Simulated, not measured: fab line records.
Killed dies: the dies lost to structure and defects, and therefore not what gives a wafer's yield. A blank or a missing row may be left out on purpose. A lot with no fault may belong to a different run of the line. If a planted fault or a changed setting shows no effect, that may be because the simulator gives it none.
Which of the tools did it? | flow berkeley cmos170 | 7 lots with 21 wafers sampled at 3 steps, on a route of 331 steps

WHAT THE GAUGES READ, wafer by wafer
UCB170_M2_RS_MEAS_02: measurement is done with a four-point probe.
lot  | measured     | on            | M2_AL_RS (ohm/sq)
L582 | day 9 21:23  | film metro-03 | 0.0313 0.0313 0.0314
L583 | day 9 22:05  | film metro-03 | 0.0323 0.0322 0.0323
L589 | day 9 22:38  | film metro-03 | 0.0324 0.0323 0.0330
L592 | day 10 23:43 | film metro-03 | 0.0318 0.0320 0.0321
L593 | day 11 08:11 | film metro-03 | - - -
L599 | day 12 10:17 | film metro-04 | 0.0317 0.0317 0.0315
L600 | day 12 14:59 | film metro-01 | 0.0315 0.0314 0.0315

WHAT TOOL EACH LOT RAN ON (gives the tool, then ch and the chambers of the sampled wafers, and finally the start)
lot  | UCB170_M1_STRIP_13                   | UCB170_M2_SPUTTER_01
L582 | plasma asher-01 ch 0,1, day 9 15:17  | pvd sputter-04, day 9 21:16
L583 | plasma asher-03 ch 0, day 9 15:11    | pvd sputter-02, day 9 21:59
L589 | plasma asher-03 ch 0,1, day 9 15:33  | pvd sputter-03, day 9 22:34
L592 | plasma asher-03 ch 0,1, day 10 19:34 | pvd sputter-03, day 10 23:38
L593 | plasma asher-01 ch 0, day 11 02:22   | pvd sputter-04, day 11 08:04
L599 | plasma asher-02 ch 0,1, day 12 05:53 | pvd sputter-02, day 12 10:11
L600 | plasma asher-02 ch 0,1, day 12 09:43 | pvd sputter-04, day 12 14:52
- UCB170_M1_STRIP_13: strips in O2.
- UCB170_M2_SPUTTER_01: material Al, target thk 900 nm, time 120 s.

THE ANSWER, worked out from the rows above alone
Rule: usual is defined by the lots themselves. Put in order of their means at a reading, lots are off if they are a third of the lots or fewer, leave a main group of 4 or more, and stand apart from it by a gap of 3 or more times the standard deviation of the main group's means; of several such gaps the widest counts. If all means in a main group match to the digits the tables above print for the reading, that group is not used. Also off: a lot with no number at a reading for which 4 or more lots have one. Where the step has rows for the other lots, those lots are counted as sound.
Off: L593, seen at UCB170_M2_RS_MEAS_02 (M2_AL_RS). Without a number there: L593. Mean 0.0319 ohm/sq and standard deviation 0.00044 in the main group.
A tool fits if, at a process step before that reading, it ran every lot that is off, and no sound lot after the first of them. Those tools and the gauges at UCB170_M2_RS_MEAS_02 are tried in the same way. Can't be told from this: 2 tools fit, plasma asher-01 at UCB170_M1_STRIP_13, film metro-03 at UCB170_M2_RS_MEAS_02.

WHAT THE SIMULATOR HAD PUT IN
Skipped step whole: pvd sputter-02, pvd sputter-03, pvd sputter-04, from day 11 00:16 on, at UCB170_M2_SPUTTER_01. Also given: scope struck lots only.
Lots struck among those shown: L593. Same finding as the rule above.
